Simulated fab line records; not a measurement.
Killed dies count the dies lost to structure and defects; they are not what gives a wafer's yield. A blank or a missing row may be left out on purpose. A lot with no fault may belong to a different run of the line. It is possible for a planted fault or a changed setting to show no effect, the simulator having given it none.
Struck lot and sound lot, side by side ; flow rit_cmos ; 28 steps out of a route of 202
Sound: the wafers L279.2, L279.4, L279.6. The struck wafers were L292.1, L292.2, L292.5. The cause is named last.
For every step that has rows: the tool of each side, followed by ch and its chambers, followed by its first start. Under that, the readings that differ: sound wafers ; struck wafers ; difference of the means ; sigmas: that difference in standard deviations of wafers without a fault.
alike: words and numbers the same on both sides, and readings whose means are apart by under 2 such deviations; not compared: readings that were withheld, readings missing a value for some wafer, numbers with overlapping values and no deviation given by the record, and bounds like >300 which may hide the same value.
The two part at a step that has a row with sigmas, a row that says differs or no value, or rows on one side only. Non-overlapping numbers with no deviation appear without sigmas and do not part them. Lack of a reading on every wafer of one side parts them only where that side has two or more wafers.

RIT_ACTIVE_BOW_MEAS_00:
  sound on film_metro-03, day 1 20:01; struck on film_metro-03, day 4 13:00
  alike: INCOMING_BOW
RIT_ACTIVE_OXIDATION_01: target thk 46.8 nm, ox time 3360 s.
  sound on furnace-02 ch 0, day 1 20:07; struck on furnace-02 ch 0, day 4 13:07
reading;sound;struck;difference;sigmas
ox_time_s (s);3360 3360 3360;5040 5040 5040;+1680;
model.SiO2_of_ACTIVE_OXIDATION_01.thk_nm (nm);46.67 46.56 46.46;62.08 61.88 62.88;+15.72;
  alike: tube_center_temp_C_max
RIT_ACTIVE_THK_MEAS_02:
  sound on film_metro-04, day 1 22:04; struck on film_metro-03, day 4 15:03
reading;sound;struck;difference;sigmas
ACTIVE_OXIDE_THK (nm);46.7 46.5 46.5;62.0 61.8 62.9;+15.7;+20
then, 1 step without rows for these wafers: RIT_ACTIVE_CVD_03 (deposits Si3N4 from SiH2Cl2/NH3, target thk 150 nm, time 1500 s).
RIT_ACTIVE_THK_MEAS_04:
  sound on film_metro-04, day 2 00:15; struck on film_metro-04, day 4 16:32
  alike: ACTIVE_NITRIDE_THK
then, 6 steps without rows for these wafers: RIT_ACTIVE_HMDS_05 (prime time 60 s); RIT_ACTIVE_COAT_06 (resist thk 1000 nm); RIT_ACTIVE_SOFTBAKE_07 (time 60 s); RIT_ACTIVE_EXPOSE_08 (exposes mask M1, target cd 1400 nm); RIT_ACTIVE_PEB_09; RIT_ACTIVE_DEVELOP_10 (develop time 50 s).
RIT_ACTIVE_CD_MEAS_11: target cd 1400 nm.
  sound on cd_sem-01, day 2 01:10; struck on cd_sem-01, day 4 17:26
  alike: cd_nm
then, 1 step without rows for these wafers: RIT_ACTIVE_HARDBAKE_12 (time 60 s).
RIT_ACTIVE_ETCH_13: etches Si3N4 in SF6, stops on SiO2, time 210 s, target depth 210 nm.
  sound on rie_diel-04 ch 0,2,3, day 2 01:25; struck on rie_diel-04 ch 0,1,2, day 4 17:43
reading;sound;struck;difference;sigmas
SF6_flow_sccm (sccm);201.2 200.2 200.1;199.3 199.6 198.9;-1.2;-2
  alike: drypump_motor_current_A, oes_product_au, throttle_valve_pct
  not compared: rf_hours_counter_h
RIT_ACTIVE_STRIP_14: strips in O2, time 180 s.
  sound on plasma_asher-01 ch 0,1, day 2 01:33; struck on plasma_asher-04 ch 0,1, day 4 17:50
  alike: drypump_motor_current_A, o2_flow_sccm
  not compared: rf_hours_counter_h
RIT_ACTIVE_CD_MEAS_90: target cd 1400 nm.
  sound on cd_sem-02, day 2 01:45; struck on cd_sem-02, day 4 18:01
  alike: cd_nm
then, 4 steps without rows for these wafers: RIT_ACTIVE_CLEAN_15 (cleans in SC1, time 600 s); RIT_ACTIVE_CLEAN_16 (cleans in dHF, time 30 s); RIT_ACTIVE_CLEAN_17 (cleans in SC2, time 600 s); RIT_FOX1_OXIDATION_00 (target thk 350.7 nm, ox time 1130 s).
RIT_FOX1_THK_MEAS_01:
  sound on film_metro-02, day 2 03:44; struck on film_metro-02, day 4 20:38
  alike: FOX1_OXIDE_THK
then, 2 steps without rows for these wafers: RIT_FOX1_WET_ETCH_02 (etches SiO2 in BOE, target depth 350 nm, time 390 s); RIT_FOX2_OXIDATION_00 (target thk 350.7 nm, ox time 1130 s).
RIT_FOX2_THK_MEAS_01:
  sound on film_metro-02, day 2 05:14; struck on film_metro-03, day 4 22:17
  alike: FOX2_OXIDE_THK
then, 1 step without rows for these wafers: RIT_FOX2_CLEAN_02 (cleans in dHF, time 180 s).
RIT_FOX2_WET_ETCH_03: etches Si3N4 in H3PO4, target depth 195 nm, time 2700 s.
  sound on wet_bench-01 ch 3, day 2 05:20; struck on wet_bench-03 ch 3, day 4 22:25
reading;sound;struck;difference;sigmas
model.SiO2_of_ACTIVE_OXIDATION_01.thk_nm (nm);40.43 41.26 40.72;54.87 55.18 56.01;+14.55;
RIT_FOX2_THK_MEAS_90:
  sound on film_metro-03, day 2 06:16; struck on film_metro-02, day 4 23:10
  alike: FIELD_OXIDE_LEFT_1_THK
RIT_M1_PROBE_99:
  sound on prober-01, day 3 19:02; struck on prober-01, day 6 13:03
reading;sound;struck;difference;sigmas
killed_at_front_end;14 14 6;0 3 6;-8;-3
killed_dies;14 14 6;0 3 6;-8;-3
killed_short;7 8 4;0 1 3;-5;-2
model.etest.nldd.width_nm (nm);3191 3183 3171;2975 3005 2983;-194;
model.etest.pldd.width_nm (nm);3184 3196 3190;2964 2987 2975;-215;
model.etest.pplus_sal.width_nm (nm);3468 3445 3452;3414 3375 3380;-65;
model.etest.nplus_sal.width_nm (nm);3464 3460 3453;3394 3391 3360;-77;
model.etest.nmos_narrow.drive_ua_um;221.7 226.8 222.4;182.9 192.1 178.2;-39.2;
model.etest.pmos_narrow.drive_ua_um;100.4 101.5 100.7;83.09 88.61 83.64;-15.75;
  alike: killed_at_contacts, killed_on_rim, killed_open
  not compared: model.etest.nmos_0p3.r_on_ohm_um, model.etest.nmos_0p3.drive_ua_um

## WHERE THEY PART
At RIT_ACTIVE_THK_MEAS_02 first; at RIT_M1_PROBE_99 last (within this record only).

WHY: what had been put in by the simulator
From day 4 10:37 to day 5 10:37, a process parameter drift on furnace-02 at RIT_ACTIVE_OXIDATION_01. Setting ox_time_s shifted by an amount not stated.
